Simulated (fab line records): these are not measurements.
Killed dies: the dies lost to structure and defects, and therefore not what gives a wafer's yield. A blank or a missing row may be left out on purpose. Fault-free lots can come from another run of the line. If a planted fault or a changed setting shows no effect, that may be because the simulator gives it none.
Split-lot trial || flow rit cmos || on a route of 202 steps: 5 lots, 23 wafers read

## SPLIT DETAILS
At RIT_ACTIVE_OXIDATION_01 (target thk 46.8 nm, ox time 3360 s), the setting temp c was moved away from the recipe's 1000 C on 5 of the 23 wafers read, by -1.0%. This setting was run at the recipe's value on the other wafers.

Between the split and the reading, the file records no step.

## THE READING
ACTIVE_OXIDE_THK in nanometres, read at RIT_ACTIVE_THK_MEAS_02. A value of 47.2 nm with a standard deviation of 1.1 nm is what fault-free wafers of this fab line usually give.

{"wafer": "L078.1", "tool, chamber at the split": "-, -", "temp c as run, C": 1000, "against the recipe": "recipe", "ACTIVE_OXIDE_THK, nm": 47.9, "against lot-mates on the recipe": "-"}
{"wafer": "L078.2", "tool, chamber at the split": "-, -", "temp c as run, C": 1000, "against the recipe": "recipe", "ACTIVE_OXIDE_THK, nm": 48.2, "against lot-mates on the recipe": "-"}
{"wafer": "L078.3", "tool, chamber at the split": "-, -", "temp c as run, C": 1000, "against the recipe": "recipe", "ACTIVE_OXIDE_THK, nm": 48.2, "against lot-mates on the recipe": "-"}
{"wafer": "L078.5", "tool, chamber at the split": "-, -", "temp c as run, C": 1000, "against the recipe": "recipe", "ACTIVE_OXIDE_THK, nm": 48.5, "against lot-mates on the recipe": "-"}
{"wafer": "L078.6", "tool, chamber at the split": "-, -", "temp c as run, C": 1000, "against the recipe": "recipe", "ACTIVE_OXIDE_THK, nm": 48.8, "against lot-mates on the recipe": "-"}
{"wafer": "L079.1", "tool, chamber at the split": "-, -", "temp c as run, C": 989.9, "against the recipe": "-1.0%", "ACTIVE_OXIDE_THK, nm": 41.2, "against lot-mates on the recipe": "no lot-mate on the recipe"}
{"wafer": "L079.2", "tool, chamber at the split": "-, -", "temp c as run, C": 989.9, "against the recipe": "-1.0%", "ACTIVE_OXIDE_THK, nm": 41.1, "against lot-mates on the recipe": "no lot-mate on the recipe"}
{"wafer": "L079.3", "tool, chamber at the split": "-, -", "temp c as run, C": 989.9, "against the recipe": "-1.0%", "ACTIVE_OXIDE_THK, nm": 41.0, "against lot-mates on the recipe": "no lot-mate on the recipe"}
{"wafer": "L079.5", "tool, chamber at the split": "-, -", "temp c as run, C": 989.9, "against the recipe": "-1.0%", "ACTIVE_OXIDE_THK, nm": 40.5, "against lot-mates on the recipe": "no lot-mate on the recipe"}
{"wafer": "L079.6", "tool, chamber at the split": "-, -", "temp c as run, C": 989.9, "against the recipe": "-1.0%", "ACTIVE_OXIDE_THK, nm": 40.8, "against lot-mates on the recipe": "no lot-mate on the recipe"}
{"wafer": "L080.2", "tool, chamber at the split": "furnace-01, 0", "temp c as run, C": 1000, "against the recipe": "recipe", "ACTIVE_OXIDE_THK, nm": 45.7, "against lot-mates on the recipe": "-"}
{"wafer": "L080.4", "tool, chamber at the split": "furnace-01, 0", "temp c as run, C": 1000, "against the recipe": "recipe", "ACTIVE_OXIDE_THK, nm": 45.6, "against lot-mates on the recipe": "-"}
{"wafer": "L080.6", "tool, chamber at the split": "furnace-01, 0", "temp c as run, C": 1000, "against the recipe": "recipe", "ACTIVE_OXIDE_THK, nm": 47.0, "against lot-mates on the recipe": "-"}
{"wafer": "L081.2", "tool, chamber at the split": "-, -", "temp c as run, C": 1000, "against the recipe": "recipe", "ACTIVE_OXIDE_THK, nm": 48.0, "against lot-mates on the recipe": "-"}
{"wafer": "L081.3", "tool, chamber at the split": "-, -", "temp c as run, C": 1000, "against the recipe": "recipe", "ACTIVE_OXIDE_THK, nm": 47.0, "against lot-mates on the recipe": "-"}
{"wafer": "L081.4", "tool, chamber at the split": "-, -", "temp c as run, C": 1000, "against the recipe": "recipe", "ACTIVE_OXIDE_THK, nm": 48.4, "against lot-mates on the recipe": "-"}
{"wafer": "L081.5", "tool, chamber at the split": "-, -", "temp c as run, C": 1000, "against the recipe": "recipe", "ACTIVE_OXIDE_THK, nm": 47.1, "against lot-mates on the recipe": "-"}
{"wafer": "L081.6", "tool, chamber at the split": "-, -", "temp c as run, C": 1000, "against the recipe": "recipe", "ACTIVE_OXIDE_THK, nm": 48.1, "against lot-mates on the recipe": "-"}
{"wafer": "L085.1", "tool, chamber at the split": "-, -", "temp c as run, C": 1000, "against the recipe": "recipe", "ACTIVE_OXIDE_THK, nm": 47.0, "against lot-mates on the recipe": "-"}
{"wafer": "L085.2", "tool, chamber at the split": "-, -", "temp c as run, C": 1000, "against the recipe": "recipe", "ACTIVE_OXIDE_THK, nm": 47.6, "against lot-mates on the recipe": "-"}
{"wafer": "L085.3", "tool, chamber at the split": "-, -", "temp c as run, C": 1000, "against the recipe": "recipe", "ACTIVE_OXIDE_THK, nm": 47.1, "against lot-mates on the recipe": "-"}
{"wafer": "L085.4", "tool, chamber at the split": "-, -", "temp c as run, C": 1000, "against the recipe": "recipe", "ACTIVE_OXIDE_THK, nm": 46.7, "against lot-mates on the recipe": "-"}
{"wafer": "L085.5", "tool, chamber at the split": "-, -", "temp c as run, C": 1000, "against the recipe": "recipe", "ACTIVE_OXIDE_THK, nm": 46.6, "against lot-mates on the recipe": "-"}

FIT RESULTS
A straight line over all 23 wafers: ACTIVE_OXIDE_THK changes by +6.43 nm for each +1% of temp c; r = +0.96; the points scatter about the line by 0.84 nm.
Too few moved wafers with a lot-mate on the recipe to fit a line net of each lot's own level.

## THE WHOLE CHAIN: every reading that the file lists as answering this split, in the file's order
{"step": "RIT_ACTIVE_OXIDATION_01", "what it does": "target thk 46.8 nm, ox time 3360 s", "reading": "SiO2_of_ACTIVE_OXIDATION_01.thk nm (the simulator's own value, which no gauge read)", "change (the file's fit)": "+6.43 nm for each +1% of the setting", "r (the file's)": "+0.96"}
{"step": "RIT_ACTIVE_THK_MEAS_02", "what it does": "", "reading": "ACTIVE_OXIDE_THK", "change (the file's fit)": "+6.42 for each +1% of the setting", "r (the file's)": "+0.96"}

## THE FILE'S OWN FIT
ACTIVE_OXIDE_THK changes by +6.42 nm for each +1% of temp c, r = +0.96.
